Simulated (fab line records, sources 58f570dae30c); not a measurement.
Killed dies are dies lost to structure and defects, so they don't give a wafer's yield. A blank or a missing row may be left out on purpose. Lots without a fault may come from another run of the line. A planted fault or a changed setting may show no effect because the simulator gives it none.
fab line records | flow berkeley_cmos170
record lots=15 wafers=45 last_day=12
route steps=331 shown PSD@185 SDANNEAL@204 SILICIDE@214 CONTACT@217
lots that met no fault: from a run of the same line without faults
start_h: hours from the record's first day to the start of the lot's first wafer shown | wait_h: hours since the lot's step before | " the same as in the row above | L1.1+2: a row that stands for several wafers | - no value, or no start given | * or withheld: withheld | < > ~ a bound
route shown NAME@n: a module of which the file shows steps, and the number in the route of the first | usual: mean/standard deviation of fault-free wafers | same: alike in all rows | chamber/n: place in a boat | sites: the reading at each site | _std_site: their standard deviation | _edge_site: outer sites' mean less inner sites' | radius_mm: how far each site lies from the wafer's centre | mask NAME#n: copy n | behind: the tool/chamber that last shaped the wafer | hold: why the lot was held/for how many hours/how that ended | device: the transistor (n, p or np) that didn't switch | end of line: the same wafers' tests at the end of the route | a step without rows: its recipe alone | killed: dies lost to structure and defects at the first sort, not the wafer's yield | map: a wafer's dies, x killed, . not, _ none there
set.NAME: the setting as run; set.NAME@STEP: as run at that earlier step | model.NAME: the simulator's own value behind a step, which no gauge read
steps of the route over a sample of lots; a table a step, a row a wafer
services: from which hour (start_h, from the record's first day; less than 0 if before it) a tool's chamber was out of use, for how many hours, and why
## steps
# step UCB170_PSD_TW_MEAS_10
# usual PSD_TW=2321/20
# columns lot.wafer tool chamber start_h wait_h PSD_TW
L579.2 film_metro-01 - 139.49 0.1 2349
L579.5 " - " " 2345
L579.6 " - " " 2355
L581.1 film_metro-03 - 148.29 0.1 2307
L581.2 " - " " 2308
L581.4 " - " " 2301
L580.3 film_metro-01 - 148.47 0.1 2331
L580.5 " - " " 2341
L580.6 " - " " 2338
L582.1 film_metro-02 - 162.18 0.1 2313
L582.2 " - " " 2305
L582.5 " - " " 2299
L583.1 film_metro-03 - 162.46 0.1 2297
L583.3 " - " " 2296
L583.4 " - " " 2303
L586.1 film_metro-01 - 187.67 0.1 2347
L586.3 " - " " 2347
L586.6 " - " " 2334
L585.1 film_metro-03 - 187.95 0.1 2329
L585.4 " - " " 2331
L585.5 " - " " 2325
L591.2 film_metro-03 - 209.75 0.1 2334
L591.5 " - " " 2331
L591.6 " - " " 2327
L594.4 film_metro-03 - 218.09 0.1 2316
L594.5 " - " " 2308
L594.6 " - " " 2316
L595.1 film_metro-02 - 223.48 0.1 2304
L595.5 " - " " 2304
L595.6 " - " " 2301
L592.1 film_metro-02 - 223.75 0.1 2295
L592.3 " - " " 2299
L592.4 " - " " 2307
L596.1 film_metro-01 - 232.01 0.1 2355
L596.2 " - " " 2333
L596.3 " - " " 2352
L597.1 film_metro-01 - 244.23 0.1 2339
L597.2 " - " " 2340
L597.3 " - " " 2339
L599.2 film_metro-01 - 255.63 0.1 2335
L599.3 " - " " 2350
L599.4 " - " " 2348
L601.1 film_metro-01 - 263.53 0.1 2348
L601.3 " - " " 2348
L601.6 " - " " 2352
# step UCB170_SDANNEAL_RTA_00
# recipe temp_c=900 time_s=10 ambient=N2
# usual lamp_power_pct=26.3/0.77 wafer_temp_C_max=902.4/0.58
# columns lot.wafer tool chamber start_h wait_h lamp_power_pct wafer_temp_C_max
L579.2 rtp_anneal-01 0 142.70 0.0 25.7 901.8
L579.5 " 0 " " 25.7 901.8
L579.6 " 0 " " 25.7 903.5
L581.1 rtp_anneal-01 0 151.67 0.0 25.7 901.8
L581.2 " 0 " " 25.7 903.5
L581.4 " 0 " " 25.7 902.2
L580.3 rtp_anneal-02 0 152.29 0.0 27.3 902.6
L580.5 " 0 " " 27.3 903.1
L580.6 " 0 " " 27.3 903.6
L582.1 rtp_anneal-01 0 166.08 0.0 25.6 902.7
L582.2 " 0 " " 25.7 902.5
L582.5 " 0 " " 25.7 903.0
L583.1 rtp_anneal-02 0 166.08 0.0 27.2 902.3
L583.3 " 0 " " 27.2 902.6
L583.4 " 0 " " 27.2 901.8
L586.1 rtp_anneal-02 0 190.34 0.0 27.2 903.1
L586.3 " 0 " " 27.2 902.6
L586.6 " 0 " " 27.3 902.6
L585.1 rtp_anneal-01 0 190.77 0.0 25.6 902.6
L585.4 " 0 " " 25.6 902.2
L585.5 " 0 " " 25.7 901.7
L591.2 rtp_anneal-02 0 212.35 0.0 27.2 903.1
L591.5 " 0 " " 27.3 902.2
L591.6 " 0 " " 27.2 902.1
L594.4 rtp_anneal-01 0 222.47 0.0 25.6 903.0
L594.5 " 0 " " 25.7 901.9
L594.6 " 0 " " 25.7 902.6
L595.1 rtp_anneal-01 0 226.47 0.0 25.6 902.6
L595.5 " 0 " " 25.7 903.4
L595.6 " 0 " " 25.7 902.4
L592.1 rtp_anneal-01 0 226.84 0.0 25.7 900.9
L592.3 " 0 " " 25.7 901.3
L592.4 " 0 " " 25.7 901.3
L596.1 rtp_anneal-01 0 238.78 0.0 25.7 902.3
L596.2 " 0 " " 25.7 902.2
L596.3 " 0 " " 25.7 902.8
L597.1 rtp_anneal-02 0 248.41 0.0 27.2 902.8
L597.2 " 0 " " 27.2 902.7
L597.3 " 0 " " 27.2 902.6
L599.2 rtp_anneal-01 0 258.46 0.0 25.6 901.8
L599.3 " 0 " " 25.7 902.0
L599.4 " 0 " " 25.7 902.0
L601.1 rtp_anneal-02 0 267.57 0.0 27.2 902.9
L601.3 " 0 " " 27.2 903.7
L601.6 " 0 " " 27.3 902.8
# step UCB170_SILICIDE_RTA_04
# recipe temp_c=650 time_s=15 ambient=N2
# usual lamp_power_pct=11.4/0.33 wafer_temp_C_max=651.7/0.49
# columns lot.wafer tool chamber start_h wait_h lamp_power_pct wafer_temp_C_max
L579.2 rtp_anneal-01 0 143.58 0.1 11.0 651.4
L579.5 " 0 " " 11.0 651.8
L579.6 " 0 " " 11.0 651.7
L581.1 rtp_anneal-01 0 152.55 0.1 11.0 651.8
L581.2 " 0 " " 11.0 652.2
L581.4 " 0 " " 11.0 652.5
L580.3 rtp_anneal-02 0 153.28 0.1 11.7 651.3
L580.5 " 0 " " 11.7 651.5
L580.6 " 0 " " 11.7 651.8
L582.1 rtp_anneal-01 0 166.96 0.1 11.0 651.4
L582.2 " 0 " " 11.0 651.3
L582.5 " 0 " " 11.0 651.1
L583.1 rtp_anneal-02 0 166.96 0.1 11.6 651.8
L583.3 " 0 " " 11.7 652.2
L583.4 " 0 " " 11.7 652.6
L586.1 rtp_anneal-02 0 191.22 0.1 11.7 652.1
L586.3 " 0 " " 11.7 651.7
L586.6 " 0 " " 11.7 651.4
L585.1 rtp_anneal-01 0 191.65 0.1 11.0 652.7
L585.4 " 0 " " 11.0 651.7
L585.5 " 0 " " 11.0 652.3
L591.2 rtp_anneal-01 0 213.23 0.1 11.0 651.6
L591.5 " 0 " " 11.0 651.9
L591.6 " 0 " " 11.0 652.2
L594.4 rtp_anneal-01 0 223.36 0.1 11.0 652.0
L594.5 " 0 " " 11.0 652.4
L594.6 " 0 " " 11.0 652.0
L595.1 rtp_anneal-01 0 227.38 0.1 11.0 651.3
L595.5 " 0 " " 11.0 651.1
L595.6 " 0 " " 11.0 651.3
L592.1 rtp_anneal-02 0 227.72 0.1 11.7 651.3
L592.3 " 0 " " 11.7 652.0
L592.4 " 0 " " 11.7 652.0
L596.1 rtp_anneal-02 0 239.66 0.1 11.7 652.2
L596.2 " 0 " " 11.7 651.9
L596.3 " 0 " " 11.7 651.7
L597.1 rtp_anneal-02 0 249.29 0.1 11.7 651.2
L597.2 " 0 " " 11.7 652.3
L597.3 " 0 " " 11.7 651.6
L599.2 rtp_anneal-02 0 259.34 0.1 11.7 652.1
L599.3 " 0 " " 11.7 651.0
L599.4 " 0 " " 11.7 652.0
L601.1 rtp_anneal-01 0 268.46 0.1 11.0 651.6
L601.3 " 0 " " 11.0 651.5
L601.6 " 0 " " 11.0 651.8
# step UCB170_CONTACT_CVD_01
# recipe material=PSG target_thk_nm=700 temp_c=450 precursor=SiH4/O2/PH3 time_s=2820 pressure_mtorr=300 sih4_flow_sccm=60 o2_flow_sccm=90 ph3_flow_sccm=25
# columns lot.wafer tool chamber start_h wait_h
L579.2+5+6 lpcvd-01 1 144.04 0.0
L581.1+2+4 lpcvd-01 0 152.84 0.0
L580.3+5+6 lpcvd-02 0 153.52 0.0
L582.1+2+5 lpcvd-01 0 169.01 1.7
L583.1+3+4 lpcvd-01 0 169.01 1.7
L586.1+3+6 lpcvd-01 0 191.51 0.0
L585.1+4+5 lpcvd-02 0 192.25 0.0
L591.2+5+6 lpcvd-01 1 213.60 0.0
L594.4+5+6 lpcvd-02 0 223.79 0.0
L595.1+5+6 lpcvd-02 0 227.82 0.0
L592.1+3+4 lpcvd-02 0 229.60 1.6
L596.1+2+3 lpcvd-01 1 240.57 0.6
L597.1+2+3 lpcvd-02 1 249.56 0.0
L599.2+3+4 lpcvd-02 1 259.60 0.0
L601.1+3+6 lpcvd-01 0 268.73 0.0
# step UCB170_CONTACT_THK_MEAS_02
# recipe reads=PSG_of_CONTACT_CVD_01
# usual CONTACT_PSG_THK=702/7.8
# columns lot.wafer tool chamber start_h wait_h CONTACT_PSG_THK[nm]
L579.2 film_metro-02 - 145.83 0.0 696
L579.5 " - " " 700
L579.6 " - " " 696
L581.1 film_metro-04 - 154.62 0.0 699
L581.2 " - " " 705
L581.4 " - " " 703
L580.3 film_metro-04 - 155.32 0.0 692
L580.5 " - " " 700
L580.6 " - " " 701
L582.1 film_metro-02 - 170.80 0.0 701
L582.2 " - " " 701
L582.5 " - " " 697
L583.1 film_metro-01 - 170.81 0.0 704
L583.3 " - " " 702
L583.4 " - " " 708
L586.1 film_metro-02 - 193.29 0.0 690
L586.3 " - " " 697
L586.6 " - " " 693
L585.1 film_metro-02 - 194.03 0.0 721
L585.4 " - " " 716
L585.5 " - " " 713
L591.2 film_metro-04 - 215.40 0.0 693
L591.5 " - " " 688
L591.6 " - " " 691
L594.4 film_metro-01 - 225.60 0.0 552
L594.5 " - " " 548
L594.6 " - " " 540
L595.1 film_metro-02 - 229.60 0.0 547
L595.5 " - " " 550
L595.6 " - " " 549
L592.1 film_metro-01 - 231.39 0.0 534
L592.3 " - " " 537
L592.4 " - " " 534
L596.1 film_metro-01 - 242.35 0.0 705
L596.2 " - " " 702
L596.3 " - " " 705
L597.1 film_metro-04 - 251.34 0.0 712
L597.2 " - " " 712
L597.3 " - " " 712
L599.2 film_metro-01 - 261.40 0.0 708
L599.3 " - " " 704
L599.4 " - " " 711
L601.1 film_metro-01 - 270.51 0.0 699
L601.3 " - " " 697
L601.6 " - " " 693
# step UCB170_CONTACT_ETCH_18
# recipe chemistry=CHF3/CF4/Ar target=PSG stop_on=TiSi2 CHF3_flow_sccm=45 cf4_flow_sccm=15 Ar_flow_sccm=150 pressure_mtorr=200 rf_w=700 target_depth_a=8400 over_etch_frac=0.2 time_s=195
# usual drypump_motor_current_A=5.8/0.37 oes_product_au=0.892/0.014 throttle_valve_pct=6.88/0.11
# columns lot.wafer tool chamber start_h wait_h drypump_motor_current_A oes_product_au rf_hours_counter_h throttle_valve_pct
L579.2 rie_diel-04 0 - - 5.4 0.857 30 7.02
L579.5 " 2 " " 5.8 0.898 - 7.11
L579.6 " 3 " " 5.5 0.885 - 6.84
L581.1 rie_diel-01 2 - - 5.4 0.905 108 6.89
L581.2 " 1 " " 6.1 0.882 1 6.76
L581.4 " 3 " " 6.1 0.894 2 6.77
L580.3 rie_diel-03 1 - - 5.3 0.898 151 6.87
L580.5 " 2 " " 5.5 0.909 - 6.85
L580.6 " 1 " " 5.3 0.906 - 6.87
L582.1 rie_diel-04 3 - - 5.5 0.889 20 6.85
L582.2 " 0 " " 5.4 0.861 31 7.01
L582.5 " 1 " " 6.3 0.876 - 6.90
L583.1 rie_diel-03 3 - - 6.2 0.890 136 6.69
L583.3 " 1 " " 5.3 0.908 153 6.87
L583.4 " 0 " " 5.9 0.893 97 6.89
L586.1 rie_diel-01 3 - - 6.2 0.883 4 6.77
L586.3 " 2 " " 5.4 0.903 110 6.89
L586.6 " 1 " " 6.1 0.873 - 6.74
L585.1 rie_diel-03 1 - - 5.3 0.921 0 6.87
L585.4 " 2 " " 5.5 0.924 151 6.84
L585.5 " 2 " " 5.5 0.919 - 6.84
L591.2 rie_diel-01 3 - - 6.2 0.889 5 6.79
L591.5 " 3 " " 6.2 0.890 - 6.78
L591.6 " 0 " " 6.3 0.896 - 6.85
L594.4 rie_diel-04 1 - - 6.3 0.773 5 6.90
L594.5 " 0 " " 5.4 0.757 - 7.01
L594.6 " 3 " " 5.5 0.777 - 6.85
L595.1 rie_diel-04 3 - - 5.5 0.773 22 6.85
L595.5 " 0 " " 5.4 0.756 - 7.01
L595.6 " 3 " " 5.5 0.779 - 6.86
L592.1 rie_diel-03 1 - - 5.3 0.781 2 6.87
L592.3 " 0 " " 5.9 0.774 101 6.90
L592.4 " 3 " " 6.2 0.768 139 6.69
L596.1 rie_diel-03 0 - - 5.9 0.893 101 6.92
L596.2 " 2 " " 5.5 0.894 1 6.83
L596.3 " 1 " " 5.3 0.909 3 6.88
L597.1 rie_diel-04 3 - - 5.5 0.896 23 6.85
L597.2 " 2 " " 5.8 0.897 22 7.13
L597.3 " 1 " " 6.3 0.891 6 6.90
L599.2 rie_diel-04 3 - - 5.5 0.892 24 6.86
L599.3 " 2 " " 5.8 0.906 22 7.12
L599.4 " 1 " " 6.3 0.884 6 6.90
L601.1 rie_diel-04 2 - - 5.8 0.895 23 7.12
L601.3 " 0 " " 5.4 0.864 36 7.01
L601.6 " 1 " " 6.3 0.877 - 6.91
## services
# columns tool chamber start_h hours kind
rie_diel-04 1 136.93 12.5 repair
rie_diel-03 1 181.71 - clean
rie_diel-03 1 181.71 13.9 scheduled_down
rie_diel-03 1 181.71 13.9 vent_cycle
rie_diel-04 - 196.82 0.4 repair
rie_diel-03 2 198.80 - clean
rie_diel-03 2 198.80 21.8 scheduled_down
rie_diel-03 2 198.80 21.8 vent_cycle
rie_diel-01 0 233.92 - clean
rie_diel-01 0 233.92 26.1 scheduled_down
rie_diel-01 0 233.92 26.1 vent_cycle
rie_diel-04 - 237.42 1.3 repair
rie_diel-03 3 248.86 - clean
rie_diel-03 3 248.86 25.8 scheduled_down
rie_diel-03 3 248.86 25.8 vent_cycle
rie_diel-04 3 272.22 13.8 repair
## key
first_sign step=UCB170_CONTACT_THK_MEAS_02 reading=CONTACT_PSG_THK direction=down sigmas=20 usual=702 struck=543
effect step=UCB170_CONTACT_ETCH_18 reading=oes_product_au direction=down sigmas=8.6 usual=0.892 struck=0.771
met_at UCB170_CONTACT_CVD_01
struck_lots L592,L594,L595
struck_wafers L592.1,L592.3,L592.4,L594.4,L594.5,L594.6,L595.1,L595.5,L595.6
sort_left_out L592.1,L592.3,L592.4
tester_left_out L592,L594,L595
not_acting_at UCB170_PSD_TW_MEAS_10,UCB170_SDANNEAL_RTA_00,UCB170_SILICIDE_RTA_04
onset_between 192.25 223.79
fault kind=site_profile_drift tool=lpcvd-02 chamber=0 onset_h=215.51 steps=UCB170_CONTACT_CVD_01 basis=fraction max_abs_drift=0.52807 slope_share_per_hr=117.35 site_pattern=0,0,0,0,0,-1,-1,-1,-1
# tester_left_out: of these lots the tester's yield and bins aren't shown, on N5 and GAA mostly nor the transistor test; their killed dies are dies lost to structure and defects alone, not to doping, threshold or leakage, so they don't give the yield
# sort_left_out: the simulated sort isn't trusted on such a fault, so these wafers' sort isn't shown, and their yield isn't known
